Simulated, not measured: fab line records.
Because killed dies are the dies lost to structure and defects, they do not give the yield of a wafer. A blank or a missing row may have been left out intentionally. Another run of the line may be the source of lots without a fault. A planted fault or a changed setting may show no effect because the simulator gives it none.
fab line records :: flow rit_cmos
record:
  lots: 6
  wafers: 18
  last_day: 7
route steps=202 shown NWELL@34 PWELL@39 M1@202
lots that met no fault: taken from a fault-free run of the same line
start_h: the number of hours between the record's first day and the start of the first shown wafer of the lot :: wait_h: hours from the lot's prior step to this one :: " identical to the entry in the row above :: L1.1+2: a row that stands for several wafers :: - no value present, or no start provided :: * or withheld: withheld :: < > ~ a bound
route shown NAME@n: names a module that has steps shown in the file, with the first one's number in the route :: usual: the fault-free wafers' mean and standard deviation :: same: alike in all rows :: chamber/n: place in a boat :: sites: each site's reading :: _std_site: standard deviation of those values :: _edge_site: inner sites' mean taken away from outer sites' mean :: radius_mm: for every site, how far away it sits from the centre of the wafer :: mask NAME#n: copy n :: behind: the most recent tool/chamber to have shaped the wafer :: hold: why the lot was held/for how many hours/how that ended :: device: whichever transistor did not switch (one of n, p or np) :: end of line: the tests these same wafers got at the end of their route :: a step given without rows: its recipe and nothing more :: killed: dies that structure and defects cost at the first sort, which is not the same as the wafer's yield :: map: per-die view of a wafer (x killed, . not killed, _ where there is no die)
set.NAME: the run value of the setting; set.NAME@STEP: its run value at that earlier step :: model.NAME: the simulator's own value behind a step, which no gauge read
lots at selected steps of the route; one table per step, one row per wafer
services: the hour from which a tool's chamber was out of use, counted from the record's first day as start_h (under 0 if before that day), plus the number of hours and why
== steps ==
step: RIT_NWELL_OVL_MEAS_06
usual:
  NWELL_OVL: -0.3/1.6
lot.wafer: L775.2
tool: overlay-02
chamber: -
start_h: 41.45
wait_h: -
NWELL_OVL[nm]: -1.9

lot.wafer: L775.3
tool: overlay-02
chamber: -
start_h: 41.45
wait_h: -
NWELL_OVL[nm]: -1.3

lot.wafer: L775.5
tool: overlay-02
chamber: -
start_h: 41.45
wait_h: -
NWELL_OVL[nm]: 0.1

lot.wafer: L776.3
tool: overlay-02
chamber: -
start_h: 48.47
wait_h: -
NWELL_OVL[nm]: 0.5

lot.wafer: L776.5
tool: overlay-02
chamber: -
start_h: 48.47
wait_h: -
NWELL_OVL[nm]: 2.4

lot.wafer: L776.6
tool: overlay-02
chamber: -
start_h: 48.47
wait_h: -
NWELL_OVL[nm]: 1.1

lot.wafer: L778.2
tool: overlay-01
chamber: -
start_h: 58.50
wait_h: -
NWELL_OVL[nm]: -0.4

lot.wafer: L778.5
tool: overlay-01
chamber: -
start_h: 58.50
wait_h: -
NWELL_OVL[nm]: -1.3

lot.wafer: L778.6
tool: overlay-01
chamber: -
start_h: 58.50
wait_h: -
NWELL_OVL[nm]: 0.5

lot.wafer: L780.1
tool: overlay-01
chamber: -
start_h: 67.56
wait_h: -
NWELL_OVL[nm]: 2.0

lot.wafer: L780.2
tool: overlay-01
chamber: -
start_h: 67.56
wait_h: -
NWELL_OVL[nm]: 3.3

lot.wafer: L780.6
tool: overlay-01
chamber: -
start_h: 67.56
wait_h: -
NWELL_OVL[nm]: 1.8

lot.wafer: L785.1
tool: overlay-01
chamber: -
start_h: 93.85
wait_h: -
NWELL_OVL[nm]: 1.2

lot.wafer: L785.2
tool: overlay-01
chamber: -
start_h: 93.85
wait_h: -
NWELL_OVL[nm]: 1.7

lot.wafer: L785.6
tool: overlay-01
chamber: -
start_h: 93.85
wait_h: -
NWELL_OVL[nm]: 0.5

lot.wafer: L792.2
tool: overlay-02
chamber: -
start_h: 125.71
wait_h: -
NWELL_OVL[nm]: -1.0

lot.wafer: L792.5
tool: overlay-02
chamber: -
start_h: 125.71
wait_h: -
NWELL_OVL[nm]: -1.3

lot.wafer: L792.6
tool: overlay-02
chamber: -
start_h: 125.71
wait_h: -
NWELL_OVL[nm]: -1.1
step: RIT_NWELL_HARDBAKE_07
recipe:
  resist: NOVOLAK
  temp_c: 140
  time_s: 120
step: RIT_NWELL_IMPLANT_08
recipe:
  species: P
  energy_kev: 170
  dose_cm2: 5e+13
  tilt_deg: 7
step: RIT_NWELL_STRIP_09
recipe:
  chemistry: O2
  time_s: 180
  resist: NOVOLAK
  platen_temp_c: withheld
  power_w: 500
  pressure_mtorr: 4000
  o2_flow_sccm: 4000
usual:
  drypump_motor_current_A: 5.7/0.58
lot.wafer: L775.2
tool: plasma_asher-03
chamber: 0
start_h: 41.88
wait_h: 0.1
drypump_motor_current_A: 5.5
rf_hours_counter_h: 42

lot.wafer: L775.3
tool: plasma_asher-03
chamber: 1
start_h: 41.88
wait_h: 0.1
drypump_motor_current_A: 5.6
rf_hours_counter_h: -

lot.wafer: L775.5
tool: plasma_asher-03
chamber: 0
start_h: 41.88
wait_h: 0.1
drypump_motor_current_A: 5.5
rf_hours_counter_h: -

lot.wafer: L776.3
tool: plasma_asher-04
chamber: 0
start_h: 48.95
wait_h: 0.1
drypump_motor_current_A: 4.8
rf_hours_counter_h: -

lot.wafer: L776.5
tool: plasma_asher-04
chamber: 1
start_h: 48.95
wait_h: 0.1
drypump_motor_current_A: 5.6
rf_hours_counter_h: -

lot.wafer: L776.6
tool: plasma_asher-04
chamber: 0
start_h: 48.95
wait_h: 0.1
drypump_motor_current_A: 4.8
rf_hours_counter_h: -

lot.wafer: L778.2
tool: plasma_asher-04
chamber: 1
start_h: 58.93
wait_h: 0.1
drypump_motor_current_A: 5.6
rf_hours_counter_h: 27

lot.wafer: L778.5
tool: plasma_asher-04
chamber: 1
start_h: 58.93
wait_h: 0.1
drypump_motor_current_A: 5.6
rf_hours_counter_h: -

lot.wafer: L778.6
tool: plasma_asher-04
chamber: 0
start_h: 58.93
wait_h: 0.1
drypump_motor_current_A: 4.8
rf_hours_counter_h: -

lot.wafer: L780.1
tool: plasma_asher-02
chamber: 1
start_h: 67.99
wait_h: 0.1
drypump_motor_current_A: 6.1
rf_hours_counter_h: 41

lot.wafer: L780.2
tool: plasma_asher-02
chamber: 0
start_h: 67.99
wait_h: 0.1
drypump_motor_current_A: 6.8
rf_hours_counter_h: 41

lot.wafer: L780.6
tool: plasma_asher-02
chamber: 1
start_h: 67.99
wait_h: 0.1
drypump_motor_current_A: 6.1
rf_hours_counter_h: -

lot.wafer: L785.1
tool: plasma_asher-02
chamber: 0
start_h: 94.29
wait_h: 0.1
drypump_motor_current_A: 6.8
rf_hours_counter_h: 44

lot.wafer: L785.2
tool: plasma_asher-02
chamber: 1
start_h: 94.29
wait_h: 0.1
drypump_motor_current_A: 6.0
rf_hours_counter_h: 44

lot.wafer: L785.6
tool: plasma_asher-02
chamber: 0
start_h: 94.29
wait_h: 0.1
drypump_motor_current_A: 6.8
rf_hours_counter_h: -

lot.wafer: L792.2
tool: plasma_asher-03
chamber: 1
start_h: 126.14
wait_h: 0.1
drypump_motor_current_A: 5.7
rf_hours_counter_h: 51

lot.wafer: L792.5
tool: plasma_asher-03
chamber: 0
start_h: 126.14
wait_h: 0.1
drypump_motor_current_A: 5.5
rf_hours_counter_h: -

lot.wafer: L792.6
tool: plasma_asher-03
chamber: 1
start_h: 126.14
wait_h: 0.1
drypump_motor_current_A: 5.6
rf_hours_counter_h: -
step: RIT_NWELL_TW_MEAS_10
usual:
  NWELL_TW: 2151/21
lot.wafer: L775.2
tool: film_metro-03
chamber: -
start_h: 42.06
wait_h: 0.1
NWELL_TW: 2164

lot.wafer: L775.3
tool: film_metro-03
chamber: -
start_h: 42.06
wait_h: 0.1
NWELL_TW: 2170

lot.wafer: L775.5
tool: film_metro-03
chamber: -
start_h: 42.06
wait_h: 0.1
NWELL_TW: 2157

lot.wafer: L776.3
tool: film_metro-03
chamber: -
start_h: 49.09
wait_h: 0.1
NWELL_TW: 2139

lot.wafer: L776.5
tool: film_metro-03
chamber: -
start_h: 49.09
wait_h: 0.1
NWELL_TW: 2148

lot.wafer: L776.6
tool: film_metro-03
chamber: -
start_h: 49.09
wait_h: 0.1
NWELL_TW: 2142

lot.wafer: L778.2
tool: film_metro-04
chamber: -
start_h: 59.11
wait_h: 0.1
NWELL_TW: 2172

lot.wafer: L778.5
tool: film_metro-04
chamber: -
start_h: 59.11
wait_h: 0.1
NWELL_TW: 2161

lot.wafer: L778.6
tool: film_metro-04
chamber: -
start_h: 59.11
wait_h: 0.1
NWELL_TW: 2171

lot.wafer: L780.1
tool: film_metro-01
chamber: -
start_h: 68.17
wait_h: 0.1
NWELL_TW: 2116

lot.wafer: L780.2
tool: film_metro-01
chamber: -
start_h: 68.17
wait_h: 0.1
NWELL_TW: 2128

lot.wafer: L780.6
tool: film_metro-01
chamber: -
start_h: 68.17
wait_h: 0.1
NWELL_TW: 2120

lot.wafer: L785.1
tool: film_metro-03
chamber: -
start_h: 94.47
wait_h: 0.1
NWELL_TW: 2150

lot.wafer: L785.2
tool: film_metro-03
chamber: -
start_h: 94.47
wait_h: 0.1
NWELL_TW: 2157

lot.wafer: L785.6
tool: film_metro-03
chamber: -
start_h: 94.47
wait_h: 0.1
NWELL_TW: 2155

lot.wafer: L792.2
tool: film_metro-03
chamber: -
start_h: 126.32
wait_h: 0.1
NWELL_TW: 2152

lot.wafer: L792.5
tool: film_metro-03
chamber: -
start_h: 126.32
wait_h: 0.1
NWELL_TW: 2150

lot.wafer: L792.6
tool: film_metro-03
chamber: -
start_h: 126.32
wait_h: 0.1
NWELL_TW: 2150
step: RIT_PWELL_HMDS_00
recipe:
  prime_time_s: 60
  prime_temp_c: 140
step: RIT_PWELL_COAT_01
recipe:
  resist: NOVOLAK
  spin_rpm: 2000
  resist_thk_nm: 1300
step: RIT_PWELL_SOFTBAKE_02
recipe:
  resist: NOVOLAK
  temp_c: 90
  time_s: 60
step: RIT_PWELL_EXPOSE_03
recipe:
  mask_id: M3
  na: 0.57
  target_cd_nm: 43700
  dose_mj: 250
step: RIT_PWELL_PEB_04
recipe:
  resist: NOVOLAK
  temp_c: withheld
  time_s: withheld
step: RIT_PWELL_DEVELOP_05
recipe:
  resist: NOVOLAK
  develop_time_s: 68
  dev_temp_c: 23
step: RIT_PWELL_OVL_MEAS_06
usual:
  PWELL_OVL: -1.4/1.3
lot.wafer: L775.2
tool: overlay-01
chamber: -
start_h: 43.12
wait_h: -
PWELL_OVL[nm]: -2.2

lot.wafer: L775.3
tool: overlay-01
chamber: -
start_h: 43.12
wait_h: -
PWELL_OVL[nm]: -1.2

lot.wafer: L775.5
tool: overlay-01
chamber: -
start_h: 43.12
wait_h: -
PWELL_OVL[nm]: -1.5

lot.wafer: L776.3
tool: overlay-01
chamber: -
start_h: 50.15
wait_h: -
PWELL_OVL[nm]: -1.5

lot.wafer: L776.5
tool: overlay-01
chamber: -
start_h: 50.15
wait_h: -
PWELL_OVL[nm]: -1.3

lot.wafer: L776.6
tool: overlay-01
chamber: -
start_h: 50.15
wait_h: -
PWELL_OVL[nm]: -1.1

lot.wafer: L778.2
tool: overlay-02
chamber: -
start_h: 60.17
wait_h: -
PWELL_OVL[nm]: -2.3

lot.wafer: L778.5
tool: overlay-02
chamber: -
start_h: 60.17
wait_h: -
PWELL_OVL[nm]: -0.4

lot.wafer: L778.6
tool: overlay-02
chamber: -
start_h: 60.17
wait_h: -
PWELL_OVL[nm]: -1.9

lot.wafer: L780.1
tool: overlay-01
chamber: -
start_h: 69.11
wait_h: -
PWELL_OVL[nm]: -2.7

lot.wafer: L780.2
tool: overlay-01
chamber: -
start_h: 69.11
wait_h: -
PWELL_OVL[nm]: -1.7

lot.wafer: L780.6
tool: overlay-01
chamber: -
start_h: 69.11
wait_h: -
PWELL_OVL[nm]: -1.2

lot.wafer: L785.1
tool: overlay-01
chamber: -
start_h: 95.41
wait_h: -
PWELL_OVL[nm]: -1.7

lot.wafer: L785.2
tool: overlay-01
chamber: -
start_h: 95.41
wait_h: -
PWELL_OVL[nm]: -2.1

lot.wafer: L785.6
tool: overlay-01
chamber: -
start_h: 95.41
wait_h: -
PWELL_OVL[nm]: -0.1

lot.wafer: L792.2
tool: overlay-02
chamber: -
start_h: 127.45
wait_h: -
PWELL_OVL[nm]: 1.0

lot.wafer: L792.5
tool: overlay-02
chamber: -
start_h: 127.45
wait_h: -
PWELL_OVL[nm]: 0.6

lot.wafer: L792.6
tool: overlay-02
chamber: -
start_h: 127.45
wait_h: -
PWELL_OVL[nm]: 0.9
step: RIT_PWELL_HARDBAKE_07
recipe:
  resist: NOVOLAK
  temp_c: 140
  time_s: 120
usual:
  heater_power_total_W: 52.03/0.069
  plate_temp_C: 139.98/0.15
lot.wafer: L775.2
tool: litho_track-02
chamber: 0
start_h: 43.20
wait_h: 0.1
heater_power_total_W: 52.01
plate_temp_C: 139.99
model.NOVOLAK_of_PWELL_COAT_01.thk_nm: 1141

lot.wafer: L775.3
tool: litho_track-02
chamber: 0
start_h: 43.20
wait_h: 0.1
heater_power_total_W: 52.13
plate_temp_C: 139.88
model.NOVOLAK_of_PWELL_COAT_01.thk_nm: 1139

lot.wafer: L775.5
tool: litho_track-02
chamber: 0
start_h: 43.20
wait_h: 0.1
heater_power_total_W: 52.03
plate_temp_C: 139.86
model.NOVOLAK_of_PWELL_COAT_01.thk_nm: 1141

lot.wafer: L776.3
tool: litho_track-03
chamber: 0
start_h: 50.25
wait_h: 0.1
heater_power_total_W: 51.93
plate_temp_C: 140.07
model.NOVOLAK_of_PWELL_COAT_01.thk_nm: 1134

lot.wafer: L776.5
tool: litho_track-03
chamber: 0
start_h: 50.25
wait_h: 0.1
heater_power_total_W: 52.04
plate_temp_C: 140.06
model.NOVOLAK_of_PWELL_COAT_01.thk_nm: 1134

lot.wafer: L776.6
tool: litho_track-03
chamber: 0
start_h: 50.25
wait_h: 0.1
heater_power_total_W: 52.15
plate_temp_C: 139.93
model.NOVOLAK_of_PWELL_COAT_01.thk_nm: 1132

lot.wafer: L778.2
tool: litho_track-03
chamber: 0
start_h: 60.24
wait_h: 0.1
heater_power_total_W: 49.15
plate_temp_C: 134.17
model.NOVOLAK_of_PWELL_COAT_01.thk_nm: 1148

lot.wafer: L778.5
tool: litho_track-03
chamber: 0
start_h: 60.24
wait_h: 0.1
heater_power_total_W: 49.27
plate_temp_C: 134.24
model.NOVOLAK_of_PWELL_COAT_01.thk_nm: 1147

lot.wafer: L778.6
tool: litho_track-03
chamber: 0
start_h: 60.24
wait_h: 0.1
heater_power_total_W: 49.19
plate_temp_C: 133.99
model.NOVOLAK_of_PWELL_COAT_01.thk_nm: 1146

lot.wafer: L780.1
tool: litho_track-03
chamber: 0
start_h: 69.14
wait_h: 0.0
heater_power_total_W: 49.17
plate_temp_C: 134.32
model.NOVOLAK_of_PWELL_COAT_01.thk_nm: 1141

lot.wafer: L780.2
tool: litho_track-03
chamber: 0
start_h: 69.14
wait_h: 0.0
heater_power_total_W: 49.16
plate_temp_C: 134.43
model.NOVOLAK_of_PWELL_COAT_01.thk_nm: 1144

lot.wafer: L780.6
tool: litho_track-03
chamber: 0
start_h: 69.14
wait_h: 0.0
heater_power_total_W: 49.26
plate_temp_C: 134.17
model.NOVOLAK_of_PWELL_COAT_01.thk_nm: 1143

lot.wafer: L785.1
tool: litho_track-02
chamber: 0
start_h: 95.44
wait_h: 0.0
heater_power_total_W: 52.02
plate_temp_C: 139.90
model.NOVOLAK_of_PWELL_COAT_01.thk_nm: 1141

lot.wafer: L785.2
tool: litho_track-02
chamber: 0
start_h: 95.44
wait_h: 0.0
heater_power_total_W: 52.00
plate_temp_C: 139.97
model.NOVOLAK_of_PWELL_COAT_01.thk_nm: 1138

lot.wafer: L785.6
tool: litho_track-02
chamber: 0
start_h: 95.44
wait_h: 0.0
heater_power_total_W: 52.08
plate_temp_C: 139.95
model.NOVOLAK_of_PWELL_COAT_01.thk_nm: 1142

lot.wafer: L792.2
tool: litho_track-04
chamber: 0
start_h: 127.52
wait_h: 0.1
heater_power_total_W: 51.96
plate_temp_C: 139.80
model.NOVOLAK_of_PWELL_COAT_01.thk_nm: 1142

lot.wafer: L792.5
tool: litho_track-04
chamber: 0
start_h: 127.52
wait_h: 0.1
heater_power_total_W: 51.98
plate_temp_C: 140.00
model.NOVOLAK_of_PWELL_COAT_01.thk_nm: 1143

lot.wafer: L792.6
tool: litho_track-04
chamber: 0
start_h: 127.52
wait_h: 0.1
heater_power_total_W: 52.01
plate_temp_C: 140.11
model.NOVOLAK_of_PWELL_COAT_01.thk_nm: 1142
step: RIT_PWELL_IMPLANT_08
recipe:
  species: B
  energy_kev: 170
  dose_cm2: 6.877e+13
  tilt_deg: 7
step: RIT_M1_PROBE_99
usual:
  killed_at_contacts: 0.1/0.35
  killed_at_front_end: 6.9/2.8
  killed_dies: 7.0/2.8
  killed_on_rim: 1.8/1.3
  killed_open: 3.4/2
  killed_short: 3.5/2.1
same:
  gross_dies: 264
  killed_at_M0_to_M3: 0
  killed_at_M4_up: 0
  killed_at_back_side: 0
  killed_at_other: 0
lot.wafer: L776.3
tool: prober-02
chamber: -
start_h: 86.96
wait_h: 0.2
killed_at_contacts: 0
killed_at_front_end: 5
killed_dies: 5
killed_on_rim: 0
killed_open: 1
killed_short: 4

lot.wafer: L776.5
tool: prober-02
chamber: -
start_h: 87.06
wait_h: 0.2
killed_at_contacts: 0
killed_at_front_end: 3
killed_dies: 3
killed_on_rim: 0
killed_open: 1
killed_short: 2

lot.wafer: L776.6
tool: prober-02
chamber: -
start_h: 87.11
wait_h: 0.2
killed_at_contacts: 0
killed_at_front_end: 7
killed_dies: 7
killed_on_rim: 1
killed_open: 1
killed_short: 6

lot.wafer: L778.2
tool: prober-02
chamber: -
start_h: 97.03
wait_h: 0.1
killed_at_contacts: 0
killed_at_front_end: 2
killed_dies: 2
killed_on_rim: 1
killed_open: 1
killed_short: 1

lot.wafer: L778.5
tool: prober-02
chamber: -
start_h: 97.18
wait_h: 0.2
killed_at_contacts: 0
killed_at_front_end: 6
killed_dies: 6
killed_on_rim: 2
killed_open: 4
killed_short: 2

lot.wafer: L778.6
tool: prober-02
chamber: -
start_h: 97.23
wait_h: 0.2
killed_at_contacts: 0
killed_at_front_end: 4
killed_dies: 4
killed_on_rim: 1
killed_open: 1
killed_short: 3

lot.wafer: L785.1
tool: prober-01
chamber: -
start_h: 131.95
wait_h: 0.1
killed_at_contacts: 0
killed_at_front_end: 6
killed_dies: 6
killed_on_rim: 2
killed_open: 3
killed_short: 3

lot.wafer: L785.2
tool: prober-01
chamber: -
start_h: 132.00
wait_h: 0.1
killed_at_contacts: 0
killed_at_front_end: 8
killed_dies: 8
killed_on_rim: 2
killed_open: 3
killed_short: 5

lot.wafer: L785.6
tool: prober-01
chamber: -
start_h: 132.20
wait_h: 0.2
killed_at_contacts: 0
killed_at_front_end: 9
killed_dies: 9
killed_on_rim: 0
killed_open: 5
killed_short: 4
killed by level:class
L776.3 GATE:geometric_particle:short=2 SILICIDE:geometric_particle:short=2 FOX1:geometric_particle:open=1
L776.5 GATE:geometric_particle:short=1 REOX:geometric_particle:open=1 SILICIDE:geometric_particle:short=1
L776.6 SILICIDE:geometric_particle:short=3 FOX1:geometric_particle:short=2 GATE:geometric_particle:open=1 GATE:geometric_particle:short=1
L778.2 SILICIDE:geometric_particle:short=1 SILICIDE:geometric_particle:open=1
L778.5 SPACER:geometric_particle:open=2 GATE:geometric_particle:short=1 REOX:geometric_particle:open=1 SPACER:geometric_particle:short=1 SILICIDE:geometric_particle:open=1
L778.6 FOX1:geometric_particle:open=1 FOX1:geometric_particle:short=1 GATE:geometric_particle:short=1 SILICIDE:geometric_particle:short=1
L785.1 GATE:geometric_particle:short=2 SILICIDE:geometric_particle:open=2 FOX1:geometric_particle:short=1 REOX:geometric_particle:open=1
L785.2 GATE:geometric_particle:short=3 FOX1:geometric_particle:short=1 GATE:geometric_particle:open=1 REOX:geometric_particle:open=1 SILICIDE:geometric_particle:short=1 SILICIDE:geometric_particle:open=1
L785.6 GATE:geometric_particle:short=3 GATE:geometric_particle:open=3 FOX1:geometric_particle:open=1 FOX1:geometric_particle:short=1 REOX:geometric_particle:open=1
== services ==
tool: plasma_asher-02
chamber: -
start_h: 33.02
hours: 3.0
kind: repair

tool: plasma_asher-03
chamber: -
start_h: 62.49
hours: 0.7
kind: repair

tool: plasma_asher-04
chamber: -
start_h: 93.69
hours: 0.4
kind: repair

tool: plasma_asher-04
chamber: -
start_h: 105.16
hours: 2.2
kind: repair

tool: plasma_asher-02
chamber: -
start_h: 123.99
hours: 3.4
kind: repair
== key ==
first_sign:
  step: RIT_PWELL_HARDBAKE_07
  reading: heater_power_total_W
  direction: down
  sigmas: 41
  usual: 52.03
  struck: 49.20
effect:
  step: RIT_PWELL_HARDBAKE_07
  reading: plate_temp_C
  direction: down
  sigmas: 39
  usual: *
  struck: *
model_effect:
  step: RIT_PWELL_HARDBAKE_07
  value: NOVOLAK_of_PWELL_COAT_01.thk_nm
  without: 1133
  struck: 1145
met_at RIT_PWELL_HARDBAKE_07
struck_wafers L778.2,L778.5,L778.6,L780.1,L780.2,L780.6
tester_left_out L778,L780
onset_between 50.25 60.24
fault:
  kind: process_parameter_drift
  tool: litho_track-03
  chamber: -
  onset_h: 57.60
  steps: RIT_PWELL_HARDBAKE_07
  channel: temp_c
  offset: *
  shape: step
  end_h: 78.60
  acts_in: *
  stated: *
tester_left_out: of these lots the tester's yield and bins aren't shown, on N5 and GAA mostly nor the transistor test; their killed dies are dies lost to structure and defects alone, not to doping, threshold or leakage, so they don't give the yield
